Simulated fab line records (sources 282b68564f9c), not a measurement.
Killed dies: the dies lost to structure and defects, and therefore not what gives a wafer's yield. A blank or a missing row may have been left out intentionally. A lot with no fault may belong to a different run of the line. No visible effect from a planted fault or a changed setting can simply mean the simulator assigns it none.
Which tool was responsible? / flow rit_cmos / 14 lots with 42 wafers sampled at 2 steps, on a route of 202 steps

== WHAT EACH GAUGE READ, for each wafer ==
RIT_NRETRO_TW_MEAS_10. Usual: for NRETRO_TW the level is 1045 and the standard deviation is 9.7.
lot=L604; measured=day 2 08:34; on=film_metro-04; NRETRO_TW=1054 1050 1052; flag=
lot=L605; measured=day 2 12:49; on=film_metro-02; NRETRO_TW=1053 1045 1050; flag=
lot=L606; measured=day 2 17:20; on=film_metro-04; NRETRO_TW=1049 1052 1055; flag=
lot=L607; measured=day 2 22:02; on=film_metro-02; NRETRO_TW=1051 1051 1049; flag=
lot=L608; measured=day 3 02:11; on=film_metro-04; NRETRO_TW=1050 1044 1039; flag=
lot=L609; measured=day 3 08:40; on=film_metro-04; NRETRO_TW=1048 1049 1053; flag=
lot=L610; measured=day 3 12:16; on=film_metro-03; NRETRO_TW=1027 1028 1032; flag=
lot=L611; measured=day 3 20:46; on=film_metro-04; NRETRO_TW=1046 1052 1044; flag=
lot=L612; measured=day 4 01:14; on=film_metro-04; NRETRO_TW=1053 1058 1061; flag=
lot=L613; measured=day 4 07:30; on=film_metro-03; NRETRO_TW=1033 1036 1043; flag=
lot=L614; measured=day 4 11:20; on=film_metro-04; NRETRO_TW=1056 1058 1056; flag=
lot=L615; measured=day 4 14:55; on=film_metro-04; NRETRO_TW=1062 1063 1056; flag=
lot=L622; measured=day 6 01:35; on=film_metro-04; NRETRO_TW=983 979 980; flag=OFF
lot=L623; measured=day 6 05:44; on=film_metro-03; NRETRO_TW=972 967 971; flag=OFF

== TOOL THAT RAN EACH LOT (tool first, then ch and the chambers of the sampled wafers, then the start) ==
lot=L604; RIT_NRETRO_IMPLANT_08=implanter-03 ch 0, day 2 08:15
lot=L605; RIT_NRETRO_IMPLANT_08=implanter-01 ch 0, day 2 12:30
lot=L606; RIT_NRETRO_IMPLANT_08=implanter-01 ch 0, day 2 17:01
lot=L607; RIT_NRETRO_IMPLANT_08=implanter-03 ch 0, day 2 21:43
lot=L608; RIT_NRETRO_IMPLANT_08=implanter-02 ch 0, day 3 01:52
lot=L609; RIT_NRETRO_IMPLANT_08=implanter-03 ch 0, day 3 08:21
lot=L610; RIT_NRETRO_IMPLANT_08=implanter-01 ch 0, day 3 11:57
lot=L611; RIT_NRETRO_IMPLANT_08=implanter-02 ch 0, day 3 20:27
lot=L612; RIT_NRETRO_IMPLANT_08=implanter-02 ch 0, day 4 00:55
lot=L613; RIT_NRETRO_IMPLANT_08=implanter-01 ch 0, day 4 07:11
lot=L614; RIT_NRETRO_IMPLANT_08=implanter-03 ch 0, day 4 11:01
lot=L615; RIT_NRETRO_IMPLANT_08=implanter-03 ch 0, day 4 14:36
lot=L622; RIT_NRETRO_IMPLANT_08=implanter-03 ch 0, day 6 01:16
lot=L623; RIT_NRETRO_IMPLANT_08=implanter-03 ch 0, day 6 05:26
- RIT_NRETRO_IMPLANT_08

== WHAT THE TOOLS THEMSELVES READ (means of the sampled wafers that have a number; where no wafer has one, the mark that the record gives instead) ==
RIT_NRETRO_IMPLANT_08. Usual: beam_on_s 10.01 s, standard deviation 0.2; dose_ions_cm2 1.0001e+13, standard deviation 1.1e+10; faraday_current_uA 31.7, standard deviation 0.63.
lot=L604; tool=implanter-03; beam_on_s (s)=10.12; dose_ions_cm2=1.0016e+13; faraday_current_uA=31.3; flag=
lot=L605; tool=implanter-01; beam_on_s (s)=10.12; dose_ions_cm2=9.9923e+12; faraday_current_uA=31.3; flag=
lot=L606; tool=implanter-01; beam_on_s (s)=10.22; dose_ions_cm2=9.9933e+12; faraday_current_uA=31.1; flag=
lot=L607; tool=implanter-03; beam_on_s (s)=10.05; dose_ions_cm2=9.9847e+12; faraday_current_uA=31.5; flag=
lot=L608; tool=implanter-02; beam_on_s (s)=9.75; dose_ions_cm2=1.0006e+13; faraday_current_uA=32.5; flag=
lot=L609; tool=implanter-03; beam_on_s (s)=10.03; dose_ions_cm2=1.0000e+13; faraday_current_uA=31.7; flag=
lot=L610; tool=implanter-01; beam_on_s (s)=10.12; dose_ions_cm2=1.0004e+13; faraday_current_uA=31.4; flag=
lot=L611; tool=implanter-02; beam_on_s (s)=9.93; dose_ions_cm2=1.0000e+13; faraday_current_uA=31.9; flag=
lot=L612; tool=implanter-02; beam_on_s (s)=10.09; dose_ions_cm2=1.0005e+13; faraday_current_uA=31.4; flag=
lot=L613; tool=implanter-01; beam_on_s (s)=10.17; dose_ions_cm2=9.9843e+12; faraday_current_uA=31.2; flag=
lot=L614; tool=implanter-03; beam_on_s (s)=10.03; dose_ions_cm2=9.9943e+12; faraday_current_uA=31.6; flag=
lot=L615; tool=implanter-03; beam_on_s (s)=9.97; dose_ions_cm2=1.0006e+13; faraday_current_uA=31.9; flag=
lot=L622; tool=implanter-03; beam_on_s (s)=10.04; dose_ions_cm2=8.3040e+12; faraday_current_uA=26.3; flag=OFF
lot=L623; tool=implanter-03; beam_on_s (s)=9.95; dose_ions_cm2=8.2983e+12; faraday_current_uA=26.4; flag=OFF

== THE ANSWER, worked out from the rows above alone ==
Rule: a lot counts as off when the mean over its wafers that have a number is more than 3 standard deviations away from the usual mean. Also off: a lot with no number at a reading for which 4 or more lots have one. Where the step has rows for the other lots, those lots are counted as sound. First the gauges in route order, then the tools' own readings, where a lot's mean is used as printed above. The first step at which some lot is off is used, and at that step the reading that is off furthest; a lot without a number counts as furthest.
Off: L622, L623, seen at RIT_NRETRO_TW_MEAS_10 (NRETRO_TW).
If a tool, at a process step before that reading, ran all the lots that are off and no sound lot after the first of them, it fits. The gauges at RIT_NRETRO_TW_MEAS_10 aren't tried: what is off there is off at RIT_NRETRO_IMPLANT_08 too, on other tools, and a gauge's error can't cause that. One fits: RIT_NRETRO_IMPLANT_08 on implanter-03. Its last sound lot is L615 (day 4 14:36), its first lot that is off L622 (day 6 01:16): a fault that began between those two fits.
The tool's own readings at RIT_NRETRO_IMPLANT_08 bear it out: on the lots that are off they differ by more than 5 times the standard deviation of the sound lots' means. dose_ions_cm2 reads 8.3012e+12 there against 9.9988e+12 on the sound lots; faraday_current_uA reads 26.4 there against 31.6 on the sound lots.

== WHAT HAD BEEN PUT IN BY THE SIMULATOR ==
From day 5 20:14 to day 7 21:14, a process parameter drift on implanter-03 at RIT_NRETRO_IMPLANT_08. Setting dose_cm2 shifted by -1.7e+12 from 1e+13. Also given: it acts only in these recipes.
Lots struck among those shown: L622, L623. The same result came from the rule above.
